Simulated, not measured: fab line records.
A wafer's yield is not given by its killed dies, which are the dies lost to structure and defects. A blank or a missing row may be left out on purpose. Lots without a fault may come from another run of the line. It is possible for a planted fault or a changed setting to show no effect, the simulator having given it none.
fab line records	flow berkeley-cmos170
record lots=5	wafers=23
route steps=331 shown PVT@116 GATE@125 FIELD@126 PLDD@149 NLDD@159 CONTACT@217 M1@238
start-h: start of the lot's first displayed wafer, in hours after the record's first day	wait-h: time in hours since the lot's previous step	" same as the row above	L1.1+2: a single row standing in for several wafers	- no value present, or no start provided	* or withheld: withheld	< > ~ a bound
route shown NAME@n: names a module that has steps shown in the file, with the first one's number in the route	usual: mean and standard deviation over wafers with no fault	same: alike in all rows	chamber/n: place in a boat	sites: the reading at each site	_std_site: standard deviation of those values	_edge_site: outer sites' mean less inner sites'	radius-mm: how far each site lies from the wafer's centre	mask NAME#n: copy n	behind: tool/chamber where the wafer was last shaped	hold: what put the lot on hold/how long, in hours/how the hold closed	device: which transistor (n, p or np) failed to switch	end of line: at the end of the route, the tests of the same wafers	a step with no rows: only its recipe	killed: count of dies lost to structure and defects at first sort (not the wafer's yield)	map: per-die view of a wafer (x killed, . not killed, _ where there is no die)
set.NAME: the setting the step ran with; set.NAME@STEP: the setting that earlier step ran with	model.NAME: the simulator's own value behind a step, which no gauge read
lots where settings were altered on purpose, with a table for each step and a row for each wafer
## steps
# step UCB170_PVT_COAT_01
# recipe resist=KrF	spin-rpm=1500	resist-thk-nm=900
lot.wafer	tool	chamber	start-h	wait-h	set.resist-thk-nm	model.KrF_of_PVT_COAT_01.thk-nm
L078.1	litho-track-03	0	135.14	0.1	900	903.6
L078.3	"	0	"	"	936.3	941.6
L078.4	"	0	"	"	936.3	937.3
L078.5	"	0	"	"	900	903.4
L078.6	"	0	"	"	936.3	940.5
L075.1	litho-track-03	0	135.59	0.1	900	901.9
L075.3	"	0	"	"	900	901.2
L075.6	"	0	"	"	900	901.3
L080.1	litho-track-02	0	161.35	0.1	900	904.5
L080.2	"	0	"	"	900	903.2
L080.3	"	0	"	"	900	904.3
L080.4	"	0	"	"	900	902.9
L080.6	"	0	"	"	900	902.7
L081.1	litho-track-03	0	161.59	0.1	946.5	948.7
L081.3	"	0	"	"	900	902.9
L081.4	"	0	"	"	946.5	944.9
L081.5	"	0	"	"	946.5	949.6
L081.6	"	0	"	"	900	903.1
L084.1	litho-track-03	0	174.20	0.1	900	902.7
L084.2	"	0	"	"	933.4	935.9
L084.3	"	0	"	"	900	899
L084.4	"	0	"	"	933.4	933.5
L084.6	"	0	"	"	900	901.1
# step UCB170_PVT_SOFTBAKE_02
# recipe resist=KrF	temp-c=130	time-s=60
# step UCB170_PVT_EXPOSE_03
# recipe mask-id=NWELL	target-cd-nm=3000	na=0.5	sigma-outer=0.6	source-shape=conventional	dose-mj=30
# step UCB170_PVT_IMPLANT_07
# recipe species=P	dose-cm2=2e+12	energy-kev=30	tilt-deg=7
# step UCB170_PVT_STRIP_08
# recipe chemistry=O2	power-w=400	pressure-mtorr=3500	platen-temp-c=withheld	o2-flow-sccm=400	overash-fraction=0.5
# usual strip-time-to-endpoint-s=21.65/0.071
lot.wafer	tool	chamber	start-h	wait-h	set.resist-thk-nm@PVT_COAT_01	strip-time-to-endpoint-s
L078.1	plasma-asher-04	0	136.42	0.1	900	21.70
L078.3	"	0	"	"	936.3	22.61
L078.4	"	1	"	"	936.3	22.53
L078.5	"	0	"	"	900	21.72
L078.6	"	1	"	"	936.3	22.60
L075.1	plasma-asher-02	0	137.07	0.1	900	21.68
L075.3	"	0	"	"	900	21.66
L075.6	"	1	"	"	900	21.65
L080.1	plasma-asher-02	0	162.35	0.1	900	21.74
L080.2	"	1	"	"	900	21.69
L080.3	"	0	"	"	900	21.72
L080.4	"	1	"	"	900	21.70
L080.6	"	0	"	"	900	21.71
L081.1	plasma-asher-02	1	163.56	0.1	946.5	22.78
L081.3	"	1	"	"	900	21.70
L081.4	"	0	"	"	946.5	22.70
L081.5	"	1	"	"	946.5	22.81
L081.6	"	0	"	"	900	21.70
L084.1	plasma-asher-01	0	175.30	0.1	900	21.68
L084.2	"	1	"	"	933.4	22.48
L084.3	"	0	"	"	900	21.61
L084.4	"	1	"	"	933.4	22.44
L084.6	"	0	"	"	900	21.64
# step UCB170_GATE_WET_ETCH_00
# recipe chemistry=dHF	dilution=25:1	target=SiO2	temp-c=25	time-s=200
# step UCB170_FIELD_THK_MEAS_91
# recipe reads=SiO2_of_FIELD_OXIDATION_01
# usual FIELD_OXIDE_LEFT_2_THK=352/11
lot.wafer	tool	chamber	start-h	wait-h	set.temp-c@FIELD_OXIDATION_01	FIELD_OXIDE_LEFT_2_THK[nm]
L078.1	film-metro-04	-	136.65	0.0	1018	397
L078.3	"	-	"	"	1018	394
L078.4	"	-	"	"	1018	400
L078.5	"	-	"	"	1018	399
L078.6	"	-	"	"	1018	394
L075.1	film-metro-01	-	137.30	0.0	1000	371
L075.3	"	-	"	"	1000	364
L075.6	"	-	"	"	1000	372
L080.1	film-metro-04	-	165.32	0.0	1000	336
L080.2	"	-	"	"	1000	346
L080.3	"	-	"	"	1000	345
L080.4	"	-	"	"	1000	354
L080.6	"	-	"	"	1000	343
L081.1	film-metro-01	-	165.32	0.0	1013	398
L081.3	"	-	"	"	1013	401
L081.4	"	-	"	"	1013	404
L081.5	"	-	"	"	1013	390
L081.6	"	-	"	"	1013	392
L084.1	film-metro-02	-	175.55	0.0	973.5	264
L084.2	"	-	"	"	973.5	265
L084.3	"	-	"	"	973.5	272
L084.4	"	-	"	"	973.5	271
L084.6	"	-	"	"	973.5	266
# step UCB170_PLDD_PEB_04
# recipe peb-temp-c=130	peb-time-s=withheld	resist=KrF
lot.wafer	tool	chamber	start-h	wait-h	set.peb-temp-c
L078.1+3+4+5+6	litho-track-02	0	-	-	130
L075.1+3+6	litho-track-02	0	157.03	0.8	130
L081.1+4	litho-track-04	0	178.71	0.3	131.5
L081.3+5+6	"	0	"	"	130
L080.1+2	litho-track-02	0	178.91	0.2	133.3
L080.3+4+6	"	0	"	"	130
L084.1+2+6	litho-track-02	0	193.53	0.1	130
L084.3+4	"	0	"	"	129
# step UCB170_PLDD_DEVELOP_05
# recipe developer=TMAH	develop-time-s=45	resist=KrF	dev-temp-c=21
lot.wafer	tool	chamber	start-h	wait-h	set.develop-time-s
L078.1+3+4+5+6	litho-track-02	0	-	-	45
L075.1+3+6	litho-track-02	0	-	-	45
L081.1+3+4+5+6	litho-track-04	0	-	-	45
L080.1+3+4	litho-track-02	0	-	-	45
L080.2+6	"	0	"	"	50.32
L084.1+4	litho-track-02	0	-	-	38.61
L084.2+3+6	"	0	"	"	45
# step UCB170_PLDD_CD_MEAS_06
# recipe target-cd-nm=1200
# usual cd-nm=1200.1/1.3
lot.wafer	tool	chamber	start-h	wait-h	set.peb-temp-c@PLDD_PEB_04	cd-nm
L078.1	cd-sem-01	-	156.75	-	130	1199.6
L078.3	"	-	"	"	130	1200.0
L078.4	"	-	"	"	130	1199.3
L078.5	"	-	"	"	130	1200.0
L078.6	"	-	"	"	130	1199.8
L075.1	cd-sem-02	-	157.30	-	130	1200.1
L075.3	"	-	"	"	130	1201.4
L075.6	"	-	"	"	130	1201.4
L081.1	cd-sem-02	-	178.98	-	131.5	1212.4
L081.3	"	-	"	"	130	1203.2
L081.4	"	-	"	"	131.5	1212.4
L081.5	"	-	"	"	130	1202.1
L081.6	"	-	"	"	130	1203.0
L080.1	cd-sem-01	-	179.18	-	133.3	1218.3
L080.2	"	-	"	"	133.3	1219.1
L080.3	"	-	"	"	130	1197.7
L080.4	"	-	"	"	130	1198.0
L080.6	"	-	"	"	130	1200.1
L084.1	cd-sem-01	-	193.80	-	130	1198.2
L084.2	"	-	"	"	130	1200.4
L084.3	"	-	"	"	129	1192.8
L084.4	"	-	"	"	129	1191.8
L084.6	"	-	"	"	130	1199.7
# step UCB170_NLDD_COAT_01
# recipe resist=KrF	spin-rpm=1500	resist-thk-nm=900
lot.wafer	tool	chamber	start-h	wait-h	set.resist-thk-nm	model.KrF_of_NLDD_COAT_01.thk-nm
L078.1	litho-track-04	0	157.90	0.1	900	901.9
L078.3	"	0	"	"	940.2	943.4
L078.4	"	0	"	"	900	903.2
L078.5	"	0	"	"	940.2	942.1
L078.6	"	0	"	"	900	902.7
L075.1	litho-track-04	0	158.35	0.1	900	894.9
L075.3	"	0	"	"	900	894.3
L075.6	"	0	"	"	900	895.3
L081.1	litho-track-03	0	179.94	0.1	862.3	864.8
L081.3	"	0	"	"	862.3	862.7
L081.4	"	0	"	"	900	897.8
L081.5	"	0	"	"	900	897
L081.6	"	0	"	"	862.3	863.6
L080.1	litho-track-04	0	180.20	0.1	900	899.7
L080.2	"	0	"	"	900	897
L080.3	"	0	"	"	900	894.6
L080.4	"	0	"	"	900	899.5
L080.6	"	0	"	"	900	897.1
L084.1	litho-track-02	0	194.74	0.1	900	904.9
L084.2	"	0	"	"	900	902.9
L084.3	"	0	"	"	900	904.4
L084.4	"	0	"	"	900	902.5
L084.6	"	0	"	"	900	903.4
# step UCB170_NLDD_SOFTBAKE_02
# recipe resist=KrF	temp-c=130	time-s=60
# step UCB170_NLDD_EXPOSE_03
# recipe mask-id=NSELECT	na=0.5	sigma-outer=0.6	source-shape=conventional	target-cd-nm=1200	dose-mj=30
# step UCB170_NLDD_IMPLANT_08
# recipe species=As	dose-cm2=5e+13	energy-kev=30	tilt-deg=7	rotation-deg=0
# step UCB170_NLDD_IMPLANT_09
# recipe species=As	dose-cm2=5e+13	energy-kev=30	tilt-deg=7	rotation-deg=180
# step UCB170_NLDD_STRIP_10
# recipe chemistry=O2	power-w=400	pressure-mtorr=3500	platen-temp-c=withheld	o2-flow-sccm=400	overash-fraction=0.5
# usual strip-time-to-endpoint-s=21.64/0.08
lot.wafer	tool	chamber	start-h	wait-h	set.resist-thk-nm@NLDD_COAT_01	strip-time-to-endpoint-s
L078.1	plasma-asher-02	1	160.35	0.1	900	21.67
L078.3	"	0	"	"	940.2	22.67
L078.4	"	1	"	"	900	21.70
L078.5	"	1	"	"	940.2	22.62
L078.6	"	0	"	"	900	21.70
L075.1	plasma-asher-02	0	160.90	0.1	900	21.50
L075.3	"	0	"	"	900	21.49
L075.6	"	1	"	"	900	21.53
L081.1	plasma-asher-03	1	181.23	0.1	862.3	20.80
L081.3	"	1	"	"	862.3	20.73
L081.4	"	0	"	"	900	21.58
L081.5	"	1	"	"	900	21.57
L081.6	"	0	"	"	862.3	20.75
L080.1	plasma-asher-02	1	181.47	0.1	900	21.63
L080.2	"	0	"	"	900	21.56
L080.3	"	1	"	"	900	21.51
L080.4	"	0	"	"	900	21.61
L080.6	"	1	"	"	900	21.57
L084.1	plasma-asher-03	0	196.05	0.1	900	21.76
L084.2	"	1	"	"	900	21.70
L084.3	"	0	"	"	900	21.73
L084.4	"	1	"	"	900	21.69
L084.6	"	1	"	"	900	21.70
# step UCB170_CONTACT_CVD_01
# recipe material=PSG	target-thk-nm=700	temp-c=450	precursor=SiH4/O2/PH3	time-s=2820	pressure-mtorr=300	sih4-flow-sccm=60	o2-flow-sccm=90	ph3-flow-sccm=25
lot.wafer	tool	chamber	start-h	wait-h	set.temp-c	model.PSG_of_CONTACT_CVD_01.thk-nm
L075.1	lpcvd-02	1	172.73	1.2	450	705.9
L075.3	"	1	"	"	450	707.8
L075.6	"	1	"	"	450	703.1
L078.1	-	-	-	1.4	443.8	667
L078.3	"	-	"	"	443.8	666
L078.4	"	-	"	"	443.8	660.6
L078.5+6	"	-	"	"	443.8	-
L081.1	-	-	-	0.0	441.9	659.7
L081.3	"	-	"	"	441.9	662.1
L081.4	"	-	"	"	441.9	662
L081.5	"	-	"	"	441.9	658.2
L081.6	"	-	"	"	441.9	652.2
L080.1+2+3	-	-	-	1.3	450	-
L080.4	"	-	"	"	450	705.1
L080.6	"	-	"	"	450	706
L084.1+2	-	-	-	1.3	456.6	-
L084.3	"	-	"	"	456.6	738
L084.4	"	-	"	"	456.6	741.6
L084.6	"	-	"	"	456.6	740.6
# step UCB170_CONTACT_THK_MEAS_02
# recipe reads=PSG_of_CONTACT_CVD_01
# usual CONTACT_PSG_THK=703/4.6
lot.wafer	tool	chamber	start-h	wait-h	set.temp-c@CONTACT_CVD_01	CONTACT_PSG_THK[nm]
L075.1	film-metro-03	-	174.52	0.0	450	705
L075.3	"	-	"	"	450	708
L075.6	"	-	"	"	450	703
L078.1	film-metro-01	-	-	-	443.8	667
L078.3	"	-	"	"	443.8	666
L078.4	"	-	"	"	443.8	662
L078.5	"	-	"	"	443.8	670
L078.6	"	-	"	"	443.8	668
L081.1	film-metro-02	-	-	-	441.9	660
L081.3	"	-	"	"	441.9	662
L081.4	"	-	"	"	441.9	662
L081.5	"	-	"	"	441.9	659
L081.6	"	-	"	"	441.9	651
L080.1	film-metro-02	-	-	-	450	702
L080.2	"	-	"	"	450	704
L080.3	"	-	"	"	450	703
L080.4	"	-	"	"	450	705
L080.6	"	-	"	"	450	706
L084.1	film-metro-03	-	-	-	456.6	740
L084.2	"	-	"	"	456.6	743
L084.3	"	-	"	"	456.6	738
L084.4	"	-	"	"	456.6	742
L084.6	"	-	"	"	456.6	741
# step UCB170_CONTACT_PEB_13
# recipe peb-temp-c=130	peb-time-s=withheld	resist=KrF
lot.wafer	tool	chamber	start-h	wait-h	set.peb-temp-c
L078.1+3+6	litho-track-02	0	176.30	0.4	131.3
L078.4+5	"	0	"	"	130
L075.1+3+6	litho-track-02	0	176.57	0.3	130
L081.1+5+6	litho-track-04	0	200.37	0.1	130
L081.3+4	"	0	"	"	133
L080.1+2	litho-track-03	0	202.17	0.1	130
L080.3+4+6	"	0	"	"	133.7
L084.1+2+3+4+6	litho-track-02	0	213.52	0.5	130
# step UCB170_CONTACT_DEVELOP_14
# recipe developer=TMAH	develop-time-s=45	resist=KrF	dev-temp-c=21
# step UCB170_CONTACT_CD_MEAS_15
# recipe target-cd-nm=700
# usual cd-nm=700.4/1.4
lot.wafer	tool	chamber	start-h	wait-h	set.peb-temp-c@CONTACT_PEB_13	cd-nm
L078.1	cd-sem-02	-	176.57	-	131.3	706.5
L078.3	"	-	"	"	131.3	706.8
L078.4	"	-	"	"	130	699.7
L078.5	"	-	"	"	130	699.7
L078.6	"	-	"	"	131.3	707.6
L075.1	cd-sem-01	-	176.86	-	130	702.5
L075.3	"	-	"	"	130	701.1
L075.6	"	-	"	"	130	703.9
L081.1	cd-sem-02	-	200.64	-	130	699.2
L081.3	"	-	"	"	133	718.8
L081.4	"	-	"	"	133	717.6
L081.5	"	-	"	"	130	700.6
L081.6	"	-	"	"	130	700.9
L080.1	cd-sem-02	-	202.47	-	130	700.7
L080.2	"	-	"	"	130	699.1
L080.3	"	-	"	"	133.7	721.0
L080.4	"	-	"	"	133.7	720.1
L080.6	"	-	"	"	133.7	720.6
L084.1	cd-sem-02	-	213.79	-	130	701.5
L084.2	"	-	"	"	130	701.0
L084.3	"	-	"	"	130	702.4
L084.4	"	-	"	"	130	702.0
L084.6	"	-	"	"	130	702.3
# step UCB170_CONTACT_ETCH_17
# recipe chemistry=N2/H2	target-depth-a=withheld	overetch-a=withheld	target=BARC	time-s=withheld	source-w=500	bias-w=100	pressure-mtorr=30	n2-flow-sccm=100	h2-flow-sccm=200
lot.wafer	tool	chamber	start-h	wait-h	set.peb-temp-c@CONTACT_PEB_13	model.CONTACT.cd-nm
L078.1+3	rie-diel-02	2,0	176.73	0.0	131.3	706.9
L078.4	"	3	"	"	130	699.9
L078.5	"	1	"	"	130	699.2
L078.6	"	2	"	"	131.3	708.1
L075.1	rie-diel-04	2	177.02	0.0	130	703.3
L075.3	"	1	"	"	130	702.5
L075.6	"	1	"	"	130	704.8
L081.1	rie-diel-03	3	200.80	0.0	130	699.3
L081.3	"	0	"	"	133	719.6
L081.4	"	1	"	"	133	718.1
L081.5	"	1	"	"	130	700.9
L081.6	"	2	"	"	130	700.8
L080.1	rie-diel-02	0	202.63	0.0	130	701.1
L080.2	"	2	"	"	130	698.9
L080.3	"	3	"	"	133.7	721.9
L080.4+6	"	1	"	"	133.7	720.5
L084.1	rie-diel-03	3	213.95	0.0	130	701.6
L084.2	"	0	"	"	130	702.2
L084.3	"	1	"	"	130	702.4
L084.4	"	2	"	"	130	701.9
L084.6	"	3	"	"	130	702.3
# step UCB170_CONTACT_ETCH_18
# recipe chemistry=CHF3/CF4/Ar	target=PSG	stop-on=TiSi2	CHF3_flow_sccm=45	cf4-flow-sccm=15	Ar_flow_sccm=150	pressure-mtorr=200	rf-w=700	target-depth-a=8400	over-etch-frac=0.2	time-s=195
lot.wafer	tool	chamber	start-h	wait-h	set.temp-c@CONTACT_CVD_01	set.peb-temp-c@CONTACT_PEB_13	model.etch.depth-nm	model.CONTACT.feature-depth-nm	model.CONTACT.cd-nm
L078.1	rie-diel-02	2	-	-	443.8	131.3	667	667	706.9
L078.3	"	0	"	"	443.8	131.3	666	666	706.9
L078.4	"	3	"	"	443.8	130	-	660.6	699.9
L078.5	"	1	"	"	443.8	130	-	669.3	699.3
L078.6	"	2	"	"	443.8	131.3	-	667.9	708.4
L075.1	rie-diel-04	2	-	-	450	130	705.9	705.9	702.9
L075.3	"	1	"	"	450	130	707.8	707.8	702.2
L075.6	"	1	"	"	450	130	703.1	703.1	704.8
L081.1	rie-diel-03	3	-	-	441.9	130	659.7	659.7	699.2
L081.3	"	0	"	"	441.9	133	662.1	662.1	720.1
L081.4	"	1	"	"	441.9	133	662	662	718.3
L081.5	"	1	"	"	441.9	130	658.2	658.2	700.9
L081.6	"	2	"	"	441.9	130	652.2	652.2	701
L080.1	rie-diel-02	0	-	-	450	130	-	701.8	701.1
L080.2	"	2	"	"	450	130	-	704	699.3
L080.3	"	3	"	"	450	133.7	-	702.7	722.2
L080.4	"	1	"	"	450	133.7	-	705.1	721
L080.6	"	1	"	"	450	133.7	-	706	720.8
L084.1	rie-diel-03	3	-	-	456.6	130	-	740.1	701.5
L084.2	"	0	"	"	456.6	130	-	743.1	702.6
L084.3	"	1	"	"	456.6	130	738	738	702.1
L084.4	"	2	"	"	456.6	130	741.6	741.6	702.3
L084.6	"	3	"	"	456.6	130	740.6	740.6	702.6
# step UCB170_CONTACT_STRIP_19
# recipe chemistry=O2	power-w=400	pressure-mtorr=3500	platen-temp-c=withheld	o2-flow-sccm=400	overash-fraction=0.5
# step UCB170_CONTACT_CD_MEAS_90
# recipe target-cd-nm=700
# usual cd-nm=700.7/1.6
lot.wafer	tool	chamber	start-h	wait-h	set.peb-temp-c@CONTACT_PEB_13	cd-nm
L078.1	cd-sem-02	-	177.00	0.1	131.3	706.7
L078.3	"	-	"	"	131.3	706.7
L078.4	"	-	"	"	130	700.2
L078.5	"	-	"	"	130	699.1
L078.6	"	-	"	"	131.3	708.5
L075.1	cd-sem-02	-	177.36	0.1	130	702.9
L075.3	"	-	"	"	130	701.9
L075.6	"	-	"	"	130	705.0
L081.1	cd-sem-02	-	201.07	0.1	130	699.5
L081.3	"	-	"	"	133	719.9
L081.4	"	-	"	"	133	718.0
L081.5	"	-	"	"	130	701.2
L081.6	"	-	"	"	130	701.0
L080.1	cd-sem-02	-	202.90	0.1	130	701.1
L080.2	"	-	"	"	130	699.0
L080.3	"	-	"	"	133.7	722.2
L080.4	"	-	"	"	133.7	720.8
L080.6	"	-	"	"	133.7	720.9
L084.1	cd-sem-02	-	214.22	0.1	130	701.5
L084.2	"	-	"	"	130	702.6
L084.3	"	-	"	"	130	701.9
L084.4	"	-	"	"	130	702.5
L084.6	"	-	"	"	130	702.3
# step UCB170_M1_SPUTTER_00
# recipe material=Al	target-thk-nm=600	time-s=80	power-w=6000	chamber-pressure-pa=0.5
lot.wafer	tool	chamber	start-h	wait-h	set.time-s	model.Al_of_M1_SPUTTER_00.thk-nm
L078.1	pvd-sputter-04	-	177.29	0.0	80	608.3
L078.3	"	-	"	"	80	600.5
L078.4	"	-	"	"	80	609.6
L078.5	"	-	"	"	87.82	667.5
L078.6	"	-	"	"	87.82	665.2
L075.1	pvd-sputter-02	-	177.67	0.0	80	598.1
L075.3	"	-	"	"	80	596.6
L075.6	"	-	"	"	80	598.5
L081.1	pvd-sputter-01	-	201.36	0.0	80	601.4
L081.3	"	-	"	"	80	598.7
L081.4	"	-	"	"	80	599.4
L081.5	"	-	"	"	80	594.2
L081.6	"	-	"	"	80	601.9
L080.1	pvd-sputter-02	-	203.19	0.0	85.18	625.7
L080.2	"	-	"	"	85.18	628.2
L080.3	"	-	"	"	85.18	628.3
L080.4	"	-	"	"	80	593.2
L080.6	"	-	"	"	80	588.5
L084.1	pvd-sputter-01	-	214.51	0.0	73.08	552.5
L084.2	"	-	"	"	73.08	553.6
L084.3	"	-	"	"	80	606.6
L084.4	"	-	"	"	80	608.9
L084.6	"	-	"	"	80	603.5
# step UCB170_M1_RS_MEAS_01
# recipe thk-meas-gauge=four-point-probe	reads=Al_of_M1_SPUTTER_00
# usual M1_AL_RS=0.0485/0.00045
lot.wafer	tool	chamber	start-h	wait-h	set.time-s@M1_SPUTTER_00	M1_AL_RS[ohm/sq]
L078.1	film-metro-04	-	177.35	0.0	80	0.0479
L078.3	"	-	"	"	80	0.0485
L078.4	"	-	"	"	80	0.0477
L078.5	"	-	"	"	87.82	0.0435
L078.6	"	-	"	"	87.82	0.0437
L075.1	film-metro-01	-	177.73	0.0	80	0.0487
L075.3	"	-	"	"	80	0.0488
L075.6	"	-	"	"	80	0.0486
L081.1	film-metro-04	-	201.42	0.0	80	0.0483
L081.3	"	-	"	"	80	0.0486
L081.4	"	-	"	"	80	0.0486
L081.5	"	-	"	"	80	0.0491
L081.6	"	-	"	"	80	0.0485
L080.1	film-metro-01	-	203.26	0.0	85.18	0.0466
L080.2	"	-	"	"	85.18	0.0462
L080.3	"	-	"	"	85.18	0.0462
L080.4	"	-	"	"	80	0.0490
L080.6	"	-	"	"	80	0.0494
L084.1	film-metro-04	-	214.58	0.0	73.08	0.0527
L084.2	"	-	"	"	73.08	0.0526
L084.3	"	-	"	"	80	0.0479
L084.4	"	-	"	"	80	0.0478
L084.6	"	-	"	"	80	0.0482
# step UCB170_M1_THK_MEAS_02
# recipe thk-meas-gauge=xrf	reads=Al_of_M1_SPUTTER_00
# usual M1_AL_THK=593/7.3
lot.wafer	tool	chamber	start-h	wait-h	set.time-s@M1_SPUTTER_00	M1_AL_THK[nm]
L078.1	film-metro-04	-	177.47	0.1	80	608
L078.3	"	-	"	"	80	598
L078.4	"	-	"	"	80	608
L078.5	"	-	"	"	87.82	663
L078.6	"	-	"	"	87.82	666
L075.1	film-metro-01	-	177.85	0.1	80	594
L075.3	"	-	"	"	80	591
L075.6	"	-	"	"	80	586
L081.1	film-metro-04	-	201.54	0.1	80	599
L081.3	"	-	"	"	80	592
L081.4	"	-	"	"	80	598
L081.5	"	-	"	"	80	583
L081.6	"	-	"	"	80	599
L080.1	film-metro-01	-	203.38	0.1	85.18	617
L080.2	"	-	"	"	85.18	618
L080.3	"	-	"	"	85.18	615
L080.4	"	-	"	"	80	580
L080.6	"	-	"	"	80	582
L084.1	film-metro-04	-	214.70	0.1	73.08	545
L084.2	"	-	"	"	73.08	546
L084.3	"	-	"	"	80	602
L084.4	"	-	"	"	80	601
L084.6	"	-	"	"	80	595
## key
split step=UCB170_PVT_COAT_01	setting=resist-thk-nm	stated=900	by=wafer
response step=UCB170_PVT_COAT_01	reading=model.KrF_of_PVT_COAT_01.thk-nm	change=+8.86	per=1%	r=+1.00
response step=UCB170_PVT_STRIP_08	reading=strip-time-to-endpoint-s	change=*	per=1%	r=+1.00
split step=UCB170_PLDD_PEB_04	setting=peb-temp-c	stated=130	by=wafer
response step=UCB170_PLDD_CD_MEAS_06	reading=cd-nm	change=+8.07	per=1%	r=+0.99
split step=UCB170_PLDD_DEVELOP_05	setting=develop-time-s	stated=45	by=wafer
response none clear
split step=UCB170_NLDD_COAT_01	setting=resist-thk-nm	stated=900	by=wafer
response step=UCB170_NLDD_COAT_01	reading=model.KrF_of_NLDD_COAT_01.thk-nm	change=+8.55	per=1%	r=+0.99
response step=UCB170_NLDD_STRIP_10	reading=strip-time-to-endpoint-s	change=*	per=1%	r=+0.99
split step=UCB170_CONTACT_CVD_01	setting=temp-c	stated=450	by=lot
response step=UCB170_CONTACT_CVD_01	reading=model.PSG_of_CONTACT_CVD_01.thk-nm	change=+25.6	per=1%	r=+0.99
response step=UCB170_CONTACT_THK_MEAS_02	reading=CONTACT_PSG_THK	change=+25.6	per=1%	r=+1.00
response step=UCB170_CONTACT_ETCH_18	reading=model.etch.depth-nm	change=+25.2	per=1%	r=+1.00
response step=UCB170_CONTACT_ETCH_18	reading=model.CONTACT.feature-depth-nm	change=+25.6	per=1%	r=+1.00
split step=UCB170_CONTACT_PEB_13	setting=peb-temp-c	stated=130	by=wafer
response step=UCB170_CONTACT_CD_MEAS_15	reading=cd-nm	change=+7.45	per=1%	r=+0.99
response step=UCB170_CONTACT_ETCH_17	reading=model.CONTACT.cd-nm	change=+7.63	per=1%	r=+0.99
response step=UCB170_CONTACT_ETCH_18	reading=model.CONTACT.cd-nm	change=+7.73	per=1%	r=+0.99
response step=UCB170_CONTACT_CD_MEAS_90	reading=cd-nm	change=+7.66	per=1%	r=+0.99
split step=UCB170_M1_SPUTTER_00	setting=time-s	stated=80	by=wafer
response step=UCB170_M1_SPUTTER_00	reading=model.Al_of_M1_SPUTTER_00.thk-nm	change=+6.06	per=1%	r=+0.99
response step=UCB170_M1_RS_MEAS_01	reading=M1_AL_RS	change=-0.000484	per=1%	r=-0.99
response step=UCB170_M1_THK_MEAS_02	reading=M1_AL_THK	change=+6.01	per=1%	r=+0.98
split outside-this-file step=UCB170_FIELD_OXIDATION_01 setting=temp-c
# split outside-this-file: this setting was split too, and the file shows its column; the key of that split is in another file
